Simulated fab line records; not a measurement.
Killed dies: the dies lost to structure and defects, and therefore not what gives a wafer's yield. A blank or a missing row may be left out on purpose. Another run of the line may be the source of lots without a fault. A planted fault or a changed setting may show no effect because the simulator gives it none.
A lot that was struck, set against a sound lot ; flow rit cmos ; 20 steps out of a route of 202
Sound: wafers L199.2, L199.3, L199.5. Wafers struck: L208.3, L208.4, L208.5. Last of all comes the cause.
For every step that has rows: the tool of each side, followed by ch and its chambers, followed by its first start. Under that, the readings that differ: sound wafers ; struck wafers ; difference of the means ; sigmas: that difference in standard deviations of wafers without a fault.
alike: a reading whose means differ by less than 2 such deviations, as well as words and numbers matching on both sides. not compared: withheld readings; readings where some wafer has no value; bounds like >300 that might hide an equal value; numbers whose values overlap and for which the record gives no deviation.
Wherever a step has rows on one side only, a row that says differs or no value, or a row with sigmas, the two part there. Non-overlapping numbers with no deviation appear without sigmas and do not part them. Lack of a reading on every wafer of one side parts them only where that side has two or more wafers.

RIT_ACTIVE_BOW_MEAS_00:
  struck on film metro-02, day 3 22:02; sound on film metro-01, day 2 01:01
  alike: INCOMING_BOW
then, 1 step without rows for these wafers: RIT_ACTIVE_OXIDATION_01 (target thk 46.8 nm, ox time 3360 s).
RIT_ACTIVE_THK_MEAS_02:
  struck on film metro-01, day 4 00:04; sound on film metro-03, day 2 03:04
  alike: ACTIVE_OXIDE_THK
RIT_ACTIVE_CVD_03: deposits Si3N4 from SiH2Cl2/NH3, target thk 150 nm, time 1500 s.
  sound on lpcvd-01 ch 0, day 2 03:07; struck on lpcvd-02 ch 1, day 4 02:25
  alike: spike tc load C, susceptor temp C, zone power centre pct, zone power source pct
RIT_ACTIVE_THK_MEAS_04:
  struck on film metro-02, day 4 04:33; sound on film metro-02, day 2 04:32
reading;sound;struck;difference;sigmas
ACTIVE_NITRIDE_THK (nm);147.4 149.2 147.7;299.0 301.2 301.3;+152.4;+99 or more
then, 6 steps without rows for these wafers: RIT_ACTIVE_HMDS_05 (prime time 60 s); RIT_ACTIVE_COAT_06 (resist thk 1000 nm); RIT_ACTIVE_SOFTBAKE_07 (time 60 s); RIT_ACTIVE_EXPOSE_08 (exposes mask M1, target cd 1400 nm); RIT_ACTIVE_PEB_09; RIT_ACTIVE_DEVELOP_10 (develop time 50 s).
RIT_ACTIVE_CD_MEAS_11 targets a cd of 1400 nm.
  struck on cd sem-01, day 4 05:41; sound on cd sem-01, day 2 05:35
  alike: cd nm
then, 1 step without rows for these wafers: RIT_ACTIVE_HARDBAKE_12 (time 60 s).
RIT_ACTIVE_ETCH_13: etches Si3N4 in SF6, stops on SiO2, time 210 s, target depth 210 nm.
  sound on rie diel-01 ch 2,3, day 2 05:50; struck on rie diel-04 ch 0,1,3, day 4 05:58
reading;sound;struck;difference;sigmas
oes product au (a.u.);0.808 0.808 0.806;0.994 0.976 1.006;+0.185;+13
model.etch.depth nm (nm);147.5 149.2 147.7;209.2 206.8 212.7;+61.4;
model.ACTIVE.feature depth nm (nm);147.5 149.2 147.7;209.2 206.8 212.7;+61.4;
  alike: drypump motor current A, throttle valve pct
  not compared: rf hours counter h
RIT_ACTIVE_STRIP_14: strips in O2, time 180 s.
  sound on plasma asher-03 ch 0, day 2 05:58; struck on plasma asher-03 ch 0,1, day 4 06:10
  alike: drypump motor current A
  not compared: rf hours counter h
RIT_ACTIVE_CD_MEAS_90 targets a cd of 1400 nm.
  struck on cd sem-01, day 4 06:23; sound on cd sem-01, day 2 06:10
  alike: cd nm
RIT_ACTIVE_CLEAN_15: cleans in SC1, time 600 s.
  sound on wet bench-01 ch 0, day 2 06:16; struck on wet bench-04 ch 3, day 4 06:36
reading;sound;struck;difference;sigmas
model.Si3N4_of_ACTIVE_CVD_03.thk nm (nm);147.1 148.8 147.3;298.6 300.7 300.9;+152.3;
RIT_ACTIVE_CLEAN_16: cleans in dHF, time 30 s.
  sound on wet bench-04 ch 2, day 2 06:26; struck on wet bench-02 ch 3, day 4 06:47
reading;sound;struck;difference;sigmas
model.Si3N4_of_ACTIVE_CVD_03.thk nm (nm);146.7 148.4 146.9;298.2 300.3 300.5;+152.3;
then, 1 step without rows for these wafers: RIT_ACTIVE_CLEAN_17 (cleans in SC2, time 600 s).
-- the record jumps here: 2 days lie between the struck wafers' starts before and after (it left off in module ACTIVE and takes up again in module M1, whose first step shown is number 202 of the route) --
RIT_M1_PROBE_99:
  struck on prober-01, day 6 13:29; sound on prober-02, day 4 04:46
reading;sound;struck;difference;sigmas
killed at front end;6 6 6;264 264 264;+258;+81
killed dies;6 6 6;264 264 264;+258;+81
killed on rim;1 1 2;70 70 70;+69;+49
  alike: killed at contacts, killed open, killed short

WHERE THEY PART
Last at RIT_M1_PROBE_99 as far as this record goes, first at RIT_ACTIVE_THK_MEAS_04.

WHY: whatever the simulator had introduced
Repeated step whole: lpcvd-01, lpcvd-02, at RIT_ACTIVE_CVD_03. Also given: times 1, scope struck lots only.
